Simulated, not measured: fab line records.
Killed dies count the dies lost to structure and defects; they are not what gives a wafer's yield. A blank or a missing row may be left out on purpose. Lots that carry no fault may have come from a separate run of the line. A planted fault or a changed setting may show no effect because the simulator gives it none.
fab line records	flow berkeley_cmos170
record: lots: 14	wafers: 42	last_day: 13
route steps=331 shown GATE@138 PLDD@152 SPACER@172
lots that met no fault: taken from a fault-free run of the same line
start_h: hours from the record's first day to the start of the lot's first wafer shown	wait_h: hours since the lot's step before	" the same as in the row above	L1.1+2: several wafers, shown together as one row	- value missing, or start not given	* or withheld: withheld	< > ~ a bound
route shown NAME@n: names a module that has steps shown in the file, with the first one's number in the route	usual: the fault-free wafers' mean and standard deviation	same: alike in all rows	chamber/n: place in a boat	sites: per-site readings	_std_site: standard deviation of those values	_edge_site: outer sites' mean less inner sites'	radius_mm: for every site, how far away it sits from the centre of the wafer	mask NAME#n: copy n	behind: tool/chamber where the wafer was last shaped	hold: the reason the lot was held/the length of the hold in hours/how it ended	device: whichever transistor did not switch (one of n, p or np)	end of line: at the end of the route, the tests of the same wafers	a step given without rows: its recipe and nothing more	killed: not the wafer's yield, but the dies lost to structure and defects at the first sort	map: shows each die of a wafer: x if killed, . if not, _ if none is there
set.NAME: the setting as run; set.NAME@STEP: as run at that earlier step	model.NAME: the simulator's own value behind a step, which no gauge read
steps of the route over a sample of lots; a table a step, a row a wafer
services: the hour from which a tool's chamber was out of use, counted from the record's first day as start_h (under 0 if before that day), plus the number of hours and why
== steps ==
step: UCB170_GATE_CD_MEAS_12
recipe: target_cd_nm: 350
usual: cd_nm: 350.1/1.3
lot.wafer	tool	chamber	start_h	wait_h	cd_nm
L635.2	cd_sem-01	-	150.71	-	351.7
L635.3	"	-	"	"	350.8
L635.4	"	-	"	"	350.4
L636.2	cd_sem-01	-	163.33	-	352.0
L636.5	"	-	"	"	351.5
L636.6	"	-	"	"	351.3
L639.2	cd_sem-02	-	176.70	-	349.8
L639.4	"	-	"	"	349.9
L639.6	"	-	"	"	351.3
L638.1	cd_sem-01	-	176.79	-	348.4
L638.2	"	-	"	"	348.7
L638.6	"	-	"	"	350.5
L642.2	cd_sem-02	-	182.40	-	347.6
L642.3	"	-	"	"	347.0
L642.5	"	-	"	"	348.4
L640.1	cd_sem-01	-	183.22	-	348.8
L640.2	"	-	"	"	349.7
L640.4	"	-	"	"	348.1
L647.2	cd_sem-01	-	208.02	-	349.8
L647.3	"	-	"	"	349.8
L647.5	"	-	"	"	351.1
L645.1	cd_sem-01	-	208.28	-	352.1
L645.5	"	-	"	"	352.0
L645.6	"	-	"	"	351.7
L646.3	cd_sem-02	-	208.34	-	350.1
L646.5	"	-	"	"	352.2
L646.6	"	-	"	"	350.6
L648.3	cd_sem-02	-	220.01	-	350.7
L648.5	"	-	"	"	349.6
L648.6	"	-	"	"	349.7
L650.3	cd_sem-01	-	241.58	-	348.8
L650.5	"	-	"	"	349.8
L650.6	"	-	"	"	347.7
L654.3	cd_sem-01	-	241.80	-	348.4
L654.4	"	-	"	"	347.6
L654.5	"	-	"	"	349.3
L657.2	cd_sem-01	-	255.90	-	350.4
L657.5	"	-	"	"	350.7
L657.6	"	-	"	"	350.3
L656.1	cd_sem-01	-	256.09	-	349.1
L656.3	"	-	"	"	350.3
L656.4	"	-	"	"	350.0
step: UCB170_PLDD_OVL_MEAS_07
usual: PLDD_OVL: 0/6.1
lot.wafer	tool	chamber	start_h	wait_h	PLDD_OVL[nm]
L635.2	overlay-02	-	153.12	0.1	-5
L635.3	"	-	"	"	-4
L635.4	"	-	"	"	-6
L636.2	overlay-01	-	165.95	0.1	-7
L636.5	"	-	"	"	-9
L636.6	"	-	"	"	-4
L639.2	overlay-02	-	180.83	0.1	-5
L639.4	"	-	"	"	-6
L639.6	"	-	"	"	-1
L638.1	overlay-02	-	181.02	0.1	-1
L638.2	"	-	"	"	-1
L638.6	"	-	"	"	1
L642.2	overlay-02	-	184.40	0.1	9
L642.3	"	-	"	"	14
L642.5	"	-	"	"	9
L640.1	overlay-02	-	185.36	0.1	0
L640.2	"	-	"	"	2
L640.4	"	-	"	"	1
L647.2	overlay-02	-	209.78	0.1	-5
L647.3	"	-	"	"	-2
L647.5	"	-	"	"	-7
L645.1	overlay-01	-	210.08	0.1	11
L645.5	"	-	"	"	8
L645.6	"	-	"	"	9
L646.3	overlay-02	-	210.33	0.1	1
L646.5	"	-	"	"	0
L646.6	"	-	"	"	-1
L648.3	overlay-02	-	223.00	0.1	-7
L648.5	"	-	"	"	-8
L648.6	"	-	"	"	-8
L650.3	overlay-02	-	244.57	0.1	5
L650.5	"	-	"	"	2
L650.6	"	-	"	"	8
L654.3	overlay-01	-	244.74	0.1	-8
L654.4	"	-	"	"	-4
L654.5	"	-	"	"	-11
L657.2	overlay-02	-	258.01	0.1	2
L657.5	"	-	"	"	-5
L657.6	"	-	"	"	4
L656.1	overlay-02	-	258.29	0.1	13
L656.3	"	-	"	"	12
L656.4	"	-	"	"	4
step: UCB170_SPACER_THK_MEAS_01
recipe: reads: SiO2_of_SPACER_CVD_00
usual: SPACER_TEOS_THK: 376/5.2
lot.wafer	tool	chamber	start_h	wait_h	SPACER_TEOS_THK[nm]
L635.2	film_metro-04	-	156.31	0.0	370
L635.3	"	-	"	"	372
L635.4	"	-	"	"	373
L636.2	film_metro-01	-	168.31	0.0	376
L636.5	"	-	"	"	383
L636.6	"	-	"	"	378
L639.2	film_metro-04	-	183.89	0.0	371
L639.4	"	-	"	"	376
L639.6	"	-	"	"	374
L638.1	film_metro-03	-	184.26	0.0	382
L638.2	"	-	"	"	379
L638.6	"	-	"	"	383
L642.2	film_metro-04	-	187.39	0.0	365
L642.3	"	-	"	"	370
L642.5	"	-	"	"	376
L640.1	film_metro-04	-	188.76	0.0	381
L640.2	"	-	"	"	377
L640.4	"	-	"	"	384
L647.2	film_metro-03	-	212.24	0.0	374
L647.3	"	-	"	"	370
L647.5	"	-	"	"	381
L645.1	film_metro-03	-	212.68	0.0	375
L645.5	"	-	"	"	376
L645.6	"	-	"	"	379
L646.3	film_metro-04	-	213.38	0.0	372
L646.5	"	-	"	"	382
L646.6	"	-	"	"	383
L648.3	film_metro-04	-	226.05	0.0	373
L648.5	"	-	"	"	378
L648.6	"	-	"	"	377
L654.3	film_metro-03	-	249.03	0.0	370
L654.4	"	-	"	"	375
L654.5	"	-	"	"	373
L650.3	film_metro-01	-	249.25	0.0	375
L650.5	"	-	"	"	375
L650.6	"	-	"	"	382
L657.2	film_metro-04	-	260.78	0.0	380
L657.5	"	-	"	"	380
L657.6	"	-	"	"	378
L656.1	film_metro-01	-	261.15	0.0	379
L656.3	"	-	"	"	381
L656.4	"	-	"	"	380
step: UCB170_SPACER_ANNEAL_02
recipe: temp_c: 900	time_s: 1800	ambient: N2
usual: spike_tc_centre_C: 902.6/1.9	spike_tc_load_C: 929.4/2.6
lot.wafer	tool	chamber	start_h	wait_h	spike_tc_centre_C	spike_tc_load_C
L635.2	furnace-02	0	158.27	2.0	904.5	932.0
L635.3	"	0	"	"	903.7	929.2
L635.4	"	0	"	"	903.8	931.8
L636.2	furnace-04	0	172.33	4.0	905.4	928.3
L636.5	"	0	"	"	904.2	927.8
L636.6	"	0	"	"	904.0	928.0
L638.1	furnace-02	0	191.34	7.1	903.1	931.7
L638.2	"	0	"	"	902.4	932.8
L638.6	"	0	"	"	902.2	933.3
L639.2	furnace-02	0	191.34	7.4	903.6	932.1
L639.4	"	0	"	"	903.3	930.7
L639.6	"	0	"	"	902.3	931.6
L640.1	furnace-02	0	191.34	2.6	903.7	931.7
L640.2	"	0	"	"	904.3	931.4
L640.4	"	0	"	"	903.2	931.0
L642.2	furnace-02	0	191.34	3.9	904.8	930.7
L642.3	"	0	"	"	903.7	930.8
L642.5	"	0	"	"	904.1	933.2
L645.1	furnace-02	-	216.52	3.8	-	-
L645.5	"	-	"	"	-	-
L645.6	"	-	"	"	-	-
L646.3	furnace-02	-	216.52	3.1	-	-
L646.5	"	-	"	"	-	-
L646.6	"	-	"	"	-	-
L647.2	furnace-02	0	216.52	4.3	904.7	931.7
L647.3	"	0	"	"	903.3	931.5
L647.5	"	0	"	"	903.5	929.0
L648.3	furnace-01	0	229.16	3.1	901.5	927.4
L648.5	"	0	"	"	900.3	926.7
L648.6	"	0	"	"	902.5	927.4
L650.3	furnace-01	0	251.69	2.4	900.9	927.7
L650.5	"	0	"	"	903.2	924.7
L650.6	"	0	"	"	898.1	926.2
L654.3	furnace-01	0	251.69	2.7	900.7	926.7
L654.4	"	0	"	"	900.9	925.7
L654.5	"	0	"	"	899.3	925.6
L656.1	furnace-02	0	263.94	2.8	904.5	932.8
L656.3	"	0	"	"	904.3	933.1
L656.4	"	0	"	"	901.6	930.6
L657.2	furnace-02	0	263.94	3.2	903.0	932.2
L657.5	"	0	"	"	902.8	931.0
L657.6	"	0	"	"	904.6	930.3
== services ==
tool	chamber	start_h	hours	kind
furnace-04	-	182.93	6.0	pm
furnace-04	-	207.38	3.4	pm
furnace-02	-	246.27	3.5	pm
== key ==
first_sign: step: UCB170_SPACER_ANNEAL_02	reading: tool_record	direction: missing
effect none on later readings
met_at UCB170_SPACER_ANNEAL_02
struck_lots L645,L646
later_rows_left_out L645.1,L645.5,L645.6,L646.3,L646.5,L646.6
sort_left_out L645.1,L645.5,L645.6,L646.3,L646.5,L646.6
tester_left_out L645,L646
not_acting_at UCB170_GATE_CD_MEAS_12,UCB170_PLDD_OVL_MEAS_07,UCB170_SPACER_THK_MEAS_01
onset_between 191.34 216.52
fault: kind: skipped_step_whole	tool: furnace-02	chamber: -	onset_h: 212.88	steps: UCB170_SPACER_ANNEAL_02	scope: struck_lots_only
tester_left_out: of these lots the tester's yield and bins aren't shown, on N5 and GAA mostly nor the transistor test; their killed dies are dies lost to structure and defects alone, not to doping, threshold or leakage, so they don't give the yield
sort_left_out: the simulated sort isn't trusted on such a fault, so these wafers' sort isn't shown, and their yield isn't known
later_rows_left_out: the simulator's readings of these wafers behind a module that went badly wrong aren't trusted and aren't shown, but for the sort
